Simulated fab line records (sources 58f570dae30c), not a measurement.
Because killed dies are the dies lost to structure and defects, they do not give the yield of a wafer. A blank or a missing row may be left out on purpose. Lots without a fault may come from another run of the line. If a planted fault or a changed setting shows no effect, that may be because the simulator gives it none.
Split-lot trial -- flow berkeleyCmos170 -- 23 wafers read from 5 lots, route of 331 steps

ABOUT THE SPLIT
At UCB170_NWELL_COAT_07 (resist thk 900 nm), the setting spinRpm was moved away from the recipe's 1500 rpm on 11 of the 23 wafers read, by -5.7% to +2.6%. The other wafers ran this setting at the recipe's value.

FROM THE SPLIT TO THE READING: what the file shows between them, 3 steps
- UCB170_NWELL_SOFTBAKE_08: time 60 s
- UCB170_NWELL_EXPOSE_09: exposes mask NWELL, target cd 3000 nm
- UCB170_NWELL_DEVELOP_11: develop time 45 s

THE READING
KrF_of_NWELL_COAT_07.thkNm (the simulator's own value, which no gauge read), in nm, at UCB170_NWELL_ETCH_13 (etches Si3N4 in CH3F/Ar/O2, stops on SiO2, target depth 246.4 nm, time 154 s). The file does not state a usual value for it. Average 724.5 nm, standard deviation 4.1 nm, over the 12 wafers here run with the recipe.

wafer,"tool, chamber at the split","spinRpm as run, rpm",against the recipe,"KrF_of_NWELL_COAT_07.thkNm, nm",against lot-mates on the recipe
L075.1,"lithoTrack-04, 0",1460,-2.7%,733.8,+14.8
L075.2,"lithoTrack-04, 0",1500,recipe,720.4,-
L075.3,"lithoTrack-04, 0",1500,recipe,718.8,-
L075.4,"lithoTrack-04, 0",1460,-2.7%,734.8,+15.8
L075.6,"lithoTrack-04, 0",1500,recipe,717.7,-
L076.2,"lithoTrack-02, 0",1500,recipe,728.1,-
L076.3,"lithoTrack-02, 0",1500,recipe,728.4,-
L076.5,"lithoTrack-02, 0",1500,recipe,728.8,-
L082.1,"lithoTrack-02, 0",1500,recipe,726.7,-
L082.2,"lithoTrack-02, 0",1500,recipe,722.9,-
L082.4,"lithoTrack-02, 0",1539,+2.6%,714.9,-9.9
L082.5,"lithoTrack-02, 0",1539,+2.6%,712.4,-12.4
L082.6,"lithoTrack-02, 0",1539,+2.6%,709.5,-15.3
L081.1,"lithoTrack-04, 0",1500,recipe,721.9,-
L081.2,"lithoTrack-04, 0",1415,-5.7%,749.4,+25.5
L081.3,"lithoTrack-04, 0",1415,-5.7%,754,+30.1
L081.5,"lithoTrack-04, 0",1415,-5.7%,754.7,+30.8
L081.6,"lithoTrack-04, 0",1500,recipe,725.9,-
L085.1,"lithoTrack-04, 0",1433,-4.5%,746,+18.8
L085.2,"lithoTrack-04, 0",1500,recipe,723.8,-
L085.3,"lithoTrack-04, 0",1433,-4.5%,746.4,+19.1
L085.4,"lithoTrack-04, 0",1500,recipe,730.7,-
L085.6,"lithoTrack-04, 0",1433,-4.5%,744.7,+17.5

FIT RESULTS
A straight line over all 23 wafers: KrF_of_NWELL_COAT_07.thkNm changes by -4.8 nm for each +1% of spinRpm; r = -0.97; the points scatter about the line by 3.5 nm.
The same after taking each lot's own level away (the mean of its wafers on the recipe; 23 wafers): -4.8 nm for each +1%; r = -0.98; scatter 2.4 nm.
The reading moves by 27 nm for the largest change in spinRpm, on that fit.
Across the lots, their own levels run from 718.97 to 728.43 nm, a range of 2.3 times the standard deviation given above.
Consequently the slope shifts little with the lot-to-lot level, the two slopes agreeing.
Check: +27.6 nm against its lot-mates is what the line predicts for one of the wafers moved furthest among these (-5.7%) when that wafer is left out of the fit. Against them it came out at +25.5 nm.

OTHER SPLITS ON THESE WAFERS
These wafers also went through other splits before the reading. Each is held against what the fit with the lots' levels taken away leaves over:
other split on the same wafers,wafers away from the commonest value,r with KrF_of_NWELL_COAT_07.thkNm (lot level and that fit taken away)
UCB170_ZERO_COAT_01 spinRpm,8,+0.14
UCB170_NWELL_OXIDATION_01 oxTimeS,18,+0.05

THE WHOLE CHAIN: every reading that the file lists as answering this split, in the file's order
step,what it does,reading,change (the file's fit),r (the file's)
UCB170_NWELL_COAT_07,resist thk 900 nm,"KrF_of_NWELL_COAT_07.thkNm (the simulator's own value, which no gauge read)",-4.59 nm for each +1% of the setting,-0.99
UCB170_NWELL_ETCH_13,"etches Si3N4 in CH3F/Ar/O2, stops on SiO2, target depth 246.4 nm, time 154 s","KrF_of_NWELL_COAT_07.thkNm (the simulator's own value, which no gauge read)",-4.84 nm for each +1% of the setting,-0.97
UCB170_NWELL_STRIP_15,strips in O2,stripTimeToEndpointS,withheld for each +1% of the setting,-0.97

THE FILE'S OWN FIT
KrF_of_NWELL_COAT_07.thkNm changes by -4.84 nm for each +1% of spinRpm, r = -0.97.
